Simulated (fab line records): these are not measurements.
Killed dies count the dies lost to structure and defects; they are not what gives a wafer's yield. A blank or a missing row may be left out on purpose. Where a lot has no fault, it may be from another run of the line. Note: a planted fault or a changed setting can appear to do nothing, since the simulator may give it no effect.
Split-lot trial | flow berkeley cmos170 | 14 wafers read from 5 lots, route of 331 steps

## THE SPLIT
At UCB170_ZERO_DEVELOP_05 (develop time 45 s), the setting dev temp c was moved away from the recipe's 21 C on 6 of the 14 wafers read, by -13.8% to +11.2%. All remaining wafers had this setting at the recipe value.

## FROM THE SPLIT TO THE READING: what the file shows between them, 2 steps
- UCB170_NWELL_OXIDATION_01: target thk 26.4 nm, ox time 1260 s (also split here: ox time s)
- UCB170_NWELL_THK_MEAS_02

## THE READING
etch.depth nm (the simulator's own value, which no gauge read), in nm, at UCB170_NWELL_ETCH_13 (etches Si3N4 in CH3F/Ar/O2, stops on SiO2, target depth 246.4 nm, time 154 s). No usual value for it is given in the file. Here, 8 wafers ran the recipe; their average is 219.5 nm with a standard deviation of 8.9 nm.

wafer  | tool, chamber at the split | dev temp c as run, C | against the recipe | etch.depth nm, nm | against lot-mates on the recipe
L079.1 | litho track-01, 0          | 23.36                | +11.2%             | 219               | +14.9
L079.2 | litho track-01, 0          | 21                   | recipe             | 203.9             | -
L079.4 | litho track-01, 0          | 23.36                | +11.2%             | 218.8             | +14.7
L079.5 | litho track-01, 0          | 23.36                | +11.2%             | 212.3             | +8.2
L079.6 | litho track-01, 0          | 21                   | recipe             | 204.3             | -
L080.1 | litho track-02, 0          | 20.04                | -4.6%              | 223.5             | -2.2
L080.3 | litho track-02, 0          | 21                   | recipe             | 225.7             | -
L081.2 | litho track-01, 0          | 18.11                | -13.8%             | 223.2             | no lot-mate on the recipe
L081.4 | litho track-01, 0          | 18.11                | -13.8%             | 225.4             | no lot-mate on the recipe
L083.3 | litho track-01, 0          | 21                   | recipe             | 223.5             | -
L083.5 | litho track-01, 0          | 21                   | recipe             | 224.9             | -
L083.6 | litho track-01, 0          | 21                   | recipe             | 224.2             | -
L085.4 | litho track-04, 0          | 21                   | recipe             | 224.9             | -
L085.6 | litho track-04, 0          | 21                   | recipe             | 224.7             | -

FIT RESULTS
A straight line over all 14 wafers: etch.depth nm changes by -0.315 nm for each +1% of dev temp c; r = -0.32; the points scatter about the line by 7.5 nm.
The same after taking each lot's own level away (the mean of its wafers on the recipe; 12 wafers): +1.06 nm for each +1%; r = +0.95; scatter 1.9 nm.
On that fit, the largest move of dev temp c shifts the reading by 15 nm.
Across the lots, their own levels run from 204.10 to 225.70 nm, a range of 2.4 times the standard deviation given above.
So the lot-to-lot level blurs the effect unless lot-mates are compared.
Check: for one of the wafers moved furthest among these (+11.2%), held out of the fit, the line's prediction against its lot-mates is +11.1 nm. Against them it came out at +14.9 nm.

## THESE WAFERS: OTHER SPLITS
Note: prior to the reading, these wafers also went through further splits. Each is held against what the fit with the lots' levels taken away leaves over:
other split on the same wafers      | wafers away from the commonest value | r with etch.depth nm (lot level and that fit taken away)
UCB170_NWELL_OXIDATION_01 ox time s | 9                                    | -0.01

## FILE'S OWN FIT
etch.depth nm changes by +1.08 nm for each +1% of dev temp c, r = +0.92.
